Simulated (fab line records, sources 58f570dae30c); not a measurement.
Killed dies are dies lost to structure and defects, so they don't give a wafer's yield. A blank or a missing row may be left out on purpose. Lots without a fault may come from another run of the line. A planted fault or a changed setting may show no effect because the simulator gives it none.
Which tool did it? | flow berkeley_cmos170 | 13 lots, 39 wafers sampled, at 3 steps of a route of 331

WHAT THE GAUGES READ, wafer by wafer
UCB170_GATE_THK_MEAS_05.
lot  | measured     | on            | GATE_POLY_THK (nm)
L206 | day 7 03:56  | film_metro-04 | 214.5 212.7 215.9
L205 | day 7 04:00  | film_metro-04 | 219.8 218.2 217.5
L207 | day 7 16:28  | film_metro-03 | 212.5 213.3 212.4
L209 | day 7 16:28  | film_metro-04 | 210.1 209.4 209.3
L212 | day 8 08:56  | film_metro-01 | 211.1 209.1 211.5
L211 | day 8 08:57  | film_metro-03 | 214.5 212.7 213.6
L210 | day 8 08:58  | film_metro-04 | 210.1 211.0 211.7
L213 | day 8 20:26  | film_metro-01 | 211.6 212.0 211.0
L215 | day 9 03:52  | film_metro-04 | 208.6 209.0 208.7
L225 | day 10 22:50 | film_metro-01 | 214.2 213.8 215.0
L224 | day 10 22:51 | film_metro-04 | 216.4 218.1 218.3
L227 | day 11 09:58 | film_metro-03 | 212.2 213.9 212.7
L228 | day 11 10:01 | film_metro-03 | 213.4 213.2 212.4

UCB170_NLDD_TW_MEAS_11.
lot  | measured     | on            | NLDD_TW
L206 | day 7 10:16  | film_metro-04 | 2231 2215 2215
L205 | day 7 10:52  | film_metro-02 | 2171 2174 2171
L207 | day 7 22:25  | film_metro-03 | 2187 2200 2194
L209 | day 7 22:58  | film_metro-04 | 2225 2220 2220
L212 | day 8 15:40  | film_metro-03 | 2203 2208 2197
L211 | day 8 16:14  | film_metro-02 | 2185 2171 2182
L210 | day 8 16:25  | film_metro-03 | 2202 2203 2197
L213 | day 9 02:43  | film_metro-04 | 2224 2214 2235
L215 | day 9 11:20  | film_metro-03 | 2201 2186 2187
L225 | day 11 06:43 | film_metro-04 | 2215 2221 2217
L224 | day 11 06:38 | film_metro-02 | 2182 2160 2181
L227 | day 11 17:17 | film_metro-03 | 2189 2191 2194
L228 | day 11 17:52 | film_metro-04 | 2219 2220 2207

WHICH TOOL RAN EACH LOT (tool, then ch and the chambers of the sampled wafers, then the start)
lot  | UCB170_GATE_STRIP_16
L206 | plasma_asher-02 ch 0,1, day 7 06:10
L205 | plasma_asher-01 ch 0,1, day 7 06:39
L207 | plasma_asher-02 ch 0,1, day 7 18:26
L209 | plasma_asher-01 ch 0,1, day 7 18:42
L212 | plasma_asher-02 ch 0,1, day 8 10:23
L211 | plasma_asher-01 ch 0,1, day 8 10:50
L210 | plasma_asher-04 ch 0,1, day 8 11:01
L213 | plasma_asher-02 ch 0,1, day 8 21:53
L215 | plasma_asher-01 ch 0,1, day 9 05:54
L225 | plasma_asher-02 ch 0,1, day 11 01:58
L224 | plasma_asher-02 ch 0,1, day 11 01:42
L227 | plasma_asher-02 ch 0,1, day 11 11:45
L228 | plasma_asher-02 ch 1, day 11 12:16
- UCB170_GATE_STRIP_16: strips in O2.

WHAT THE TOOLS THEMSELVES READ (means of the sampled wafers that have a number; where no wafer has one, the mark that the record gives instead)
UCB170_GATE_STRIP_16.
lot  | tool            | drypump_motor_current_A (A) | oes_product_au (a.u.)
L206 | plasma_asher-02 | 5.4                         | 0.727
L205 | plasma_asher-01 | 5.3                         | 0.724
L207 | plasma_asher-02 | 5.6                         | 0.725
L209 | plasma_asher-01 | 5.3                         | 0.724
L212 | plasma_asher-02 | 5.6                         | 0.723
L211 | plasma_asher-01 | 5.3                         | 0.726
L210 | plasma_asher-04 | 5.2                         | 0.720
L213 | plasma_asher-02 | 5.4                         | 0.720
L215 | plasma_asher-01 | 5.5                         | 0.724
L225 | plasma_asher-02 | 5.4                         | 0.729
L224 | plasma_asher-02 | 5.6                         | 0.719
L227 | plasma_asher-02 | 5.6                         | 0.726
L228 | plasma_asher-02 | 5.7                         | 0.726

THE ANSWER, worked out from the rows above alone
Rule: what is usual is taken from the lots themselves. Put in order of their means at a reading, lots are off if they are a third of the lots or fewer, leave a main group of 4 or more, and stand apart from it by a gap of 3 or more times the standard deviation of the main group's means; of several such gaps the widest counts. A main group whose means are all the same, to the digits that the tables above print for the reading, isn't used. A lot without any number at a reading at which 4 lots or more have one is off too. The other lots that the step has rows for count as sound. The gauges are gone through in route order, then the tools' own readings, and for those a lot's mean is taken as printed above. The first step at which some lot is off is used, and at that step the reading that is off furthest; a lot without a number counts as furthest.
No lot is off at any reading shown: from this, nothing can be told.

WHAT THE SIMULATOR HAD PUT IN
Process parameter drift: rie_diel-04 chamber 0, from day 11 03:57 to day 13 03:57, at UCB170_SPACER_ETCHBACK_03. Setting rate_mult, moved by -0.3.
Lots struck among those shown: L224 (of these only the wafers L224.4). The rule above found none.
